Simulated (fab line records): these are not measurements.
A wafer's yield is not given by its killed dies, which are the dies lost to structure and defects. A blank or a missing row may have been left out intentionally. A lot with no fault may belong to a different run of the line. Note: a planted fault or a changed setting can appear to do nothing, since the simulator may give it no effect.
Split-lot study || flow rit_cmos || 5 lots, 23 wafers read, on a route of 202 steps

## THE SPLIT ITSELF
At RIT_SILICIDE_SPUTTER_01 (material Ti, target thk 30 nm, time 240 s), the setting chamber_pressure_pa was moved away from the recipe's 0.667 Pa on 20 of the 23 wafers read, by +4.2% to +13.3%. For the rest of the wafers, this setting stayed at what the recipe calls for.

Between the split and the reading, the file records no step.

## THE READING
Measured at RIT_SILICIDE_RS_MEAS_02 by four-point probe: SILICIDE_TI_RS, in ohm/sq. A value of 47.5 ohm/sq with a standard deviation of 0.65 ohm/sq is what fault-free wafers of this fab line usually give.

{"wafer": "L078.2", "tool, chamber at the split": "pvd_sputter-03, -", "chamber_pressure_pa as run, Pa": 0.695, "against the recipe": "+4.2%", "SILICIDE_TI_RS, ohm/sq": 52.1, "against lot-mates on the recipe": "no lot-mate on the recipe"}
{"wafer": "L078.3", "tool, chamber at the split": "pvd_sputter-03, -", "chamber_pressure_pa as run, Pa": 0.695, "against the recipe": "+4.2%", "SILICIDE_TI_RS, ohm/sq": 52.5, "against lot-mates on the recipe": "no lot-mate on the recipe"}
{"wafer": "L078.4", "tool, chamber at the split": "pvd_sputter-03, -", "chamber_pressure_pa as run, Pa": 0.695, "against the recipe": "+4.2%", "SILICIDE_TI_RS, ohm/sq": 51.9, "against lot-mates on the recipe": "no lot-mate on the recipe"}
{"wafer": "L078.5", "tool, chamber at the split": "pvd_sputter-03, -", "chamber_pressure_pa as run, Pa": 0.695, "against the recipe": "+4.2%", "SILICIDE_TI_RS, ohm/sq": 52.4, "against lot-mates on the recipe": "no lot-mate on the recipe"}
{"wafer": "L078.6", "tool, chamber at the split": "pvd_sputter-03, -", "chamber_pressure_pa as run, Pa": 0.695, "against the recipe": "+4.2%", "SILICIDE_TI_RS, ohm/sq": 52.0, "against lot-mates on the recipe": "no lot-mate on the recipe"}
{"wafer": "L080.1", "tool, chamber at the split": "pvd_sputter-03, -", "chamber_pressure_pa as run, Pa": 0.667, "against the recipe": "recipe", "SILICIDE_TI_RS, ohm/sq": 48.0, "against lot-mates on the recipe": "-"}
{"wafer": "L080.4", "tool, chamber at the split": "pvd_sputter-03, -", "chamber_pressure_pa as run, Pa": 0.667, "against the recipe": "recipe", "SILICIDE_TI_RS, ohm/sq": 47.9, "against lot-mates on the recipe": "-"}
{"wafer": "L080.5", "tool, chamber at the split": "pvd_sputter-03, -", "chamber_pressure_pa as run, Pa": 0.667, "against the recipe": "recipe", "SILICIDE_TI_RS, ohm/sq": 48.7, "against lot-mates on the recipe": "-"}
{"wafer": "L081.1", "tool, chamber at the split": "pvd_sputter-01, -", "chamber_pressure_pa as run, Pa": 0.7024, "against the recipe": "+5.3%", "SILICIDE_TI_RS, ohm/sq": 53.4, "against lot-mates on the recipe": "no lot-mate on the recipe"}
{"wafer": "L081.2", "tool, chamber at the split": "pvd_sputter-01, -", "chamber_pressure_pa as run, Pa": 0.7024, "against the recipe": "+5.3%", "SILICIDE_TI_RS, ohm/sq": 53.2, "against lot-mates on the recipe": "no lot-mate on the recipe"}
{"wafer": "L081.3", "tool, chamber at the split": "pvd_sputter-01, -", "chamber_pressure_pa as run, Pa": 0.7024, "against the recipe": "+5.3%", "SILICIDE_TI_RS, ohm/sq": 52.4, "against lot-mates on the recipe": "no lot-mate on the recipe"}
{"wafer": "L081.4", "tool, chamber at the split": "pvd_sputter-01, -", "chamber_pressure_pa as run, Pa": 0.7024, "against the recipe": "+5.3%", "SILICIDE_TI_RS, ohm/sq": 53.0, "against lot-mates on the recipe": "no lot-mate on the recipe"}
{"wafer": "L081.5", "tool, chamber at the split": "pvd_sputter-01, -", "chamber_pressure_pa as run, Pa": 0.7024, "against the recipe": "+5.3%", "SILICIDE_TI_RS, ohm/sq": 53.4, "against lot-mates on the recipe": "no lot-mate on the recipe"}
{"wafer": "L082.1", "tool, chamber at the split": "pvd_sputter-03, -", "chamber_pressure_pa as run, Pa": 0.7554, "against the recipe": "+13.3%", "SILICIDE_TI_RS, ohm/sq": 63.5, "against lot-mates on the recipe": "no lot-mate on the recipe"}
{"wafer": "L082.2", "tool, chamber at the split": "pvd_sputter-03, -", "chamber_pressure_pa as run, Pa": 0.7554, "against the recipe": "+13.3%", "SILICIDE_TI_RS, ohm/sq": 63.0, "against lot-mates on the recipe": "no lot-mate on the recipe"}
{"wafer": "L082.4", "tool, chamber at the split": "pvd_sputter-03, -", "chamber_pressure_pa as run, Pa": 0.7554, "against the recipe": "+13.3%", "SILICIDE_TI_RS, ohm/sq": 62.8, "against lot-mates on the recipe": "no lot-mate on the recipe"}
{"wafer": "L082.5", "tool, chamber at the split": "pvd_sputter-03, -", "chamber_pressure_pa as run, Pa": 0.7554, "against the recipe": "+13.3%", "SILICIDE_TI_RS, ohm/sq": 62.8, "against lot-mates on the recipe": "no lot-mate on the recipe"}
{"wafer": "L082.6", "tool, chamber at the split": "pvd_sputter-03, -", "chamber_pressure_pa as run, Pa": 0.7554, "against the recipe": "+13.3%", "SILICIDE_TI_RS, ohm/sq": 63.4, "against lot-mates on the recipe": "no lot-mate on the recipe"}
{"wafer": "L085.1", "tool, chamber at the split": "pvd_sputter-04, -", "chamber_pressure_pa as run, Pa": 0.7014, "against the recipe": "+5.2%", "SILICIDE_TI_RS, ohm/sq": 53.6, "against lot-mates on the recipe": "no lot-mate on the recipe"}
{"wafer": "L085.2", "tool, chamber at the split": "pvd_sputter-04, -", "chamber_pressure_pa as run, Pa": 0.7014, "against the recipe": "+5.2%", "SILICIDE_TI_RS, ohm/sq": 53.4, "against lot-mates on the recipe": "no lot-mate on the recipe"}
{"wafer": "L085.4", "tool, chamber at the split": "pvd_sputter-04, -", "chamber_pressure_pa as run, Pa": 0.7014, "against the recipe": "+5.2%", "SILICIDE_TI_RS, ohm/sq": 53.7, "against lot-mates on the recipe": "no lot-mate on the recipe"}
{"wafer": "L085.5", "tool, chamber at the split": "pvd_sputter-04, -", "chamber_pressure_pa as run, Pa": 0.7014, "against the recipe": "+5.2%", "SILICIDE_TI_RS, ohm/sq": 52.9, "against lot-mates on the recipe": "no lot-mate on the recipe"}
{"wafer": "L085.6", "tool, chamber at the split": "pvd_sputter-04, -", "chamber_pressure_pa as run, Pa": 0.7014, "against the recipe": "+5.2%", "SILICIDE_TI_RS, ohm/sq": 54.0, "against lot-mates on the recipe": "no lot-mate on the recipe"}

THE FIT
A straight line over all 23 wafers: SILICIDE_TI_RS changes by +1.16 ohm/sq for each +1% of chamber_pressure_pa; r = +0.99; the points scatter about the line by 0.53 ohm/sq.
Too few moved wafers have a lot-mate on the recipe to fit a line with each lot's own level taken away.

## THE FILE'S OWN FIT
SILICIDE_TI_RS changes by +1.16 ohm/sq for each +1% of chamber_pressure_pa, r = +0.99.
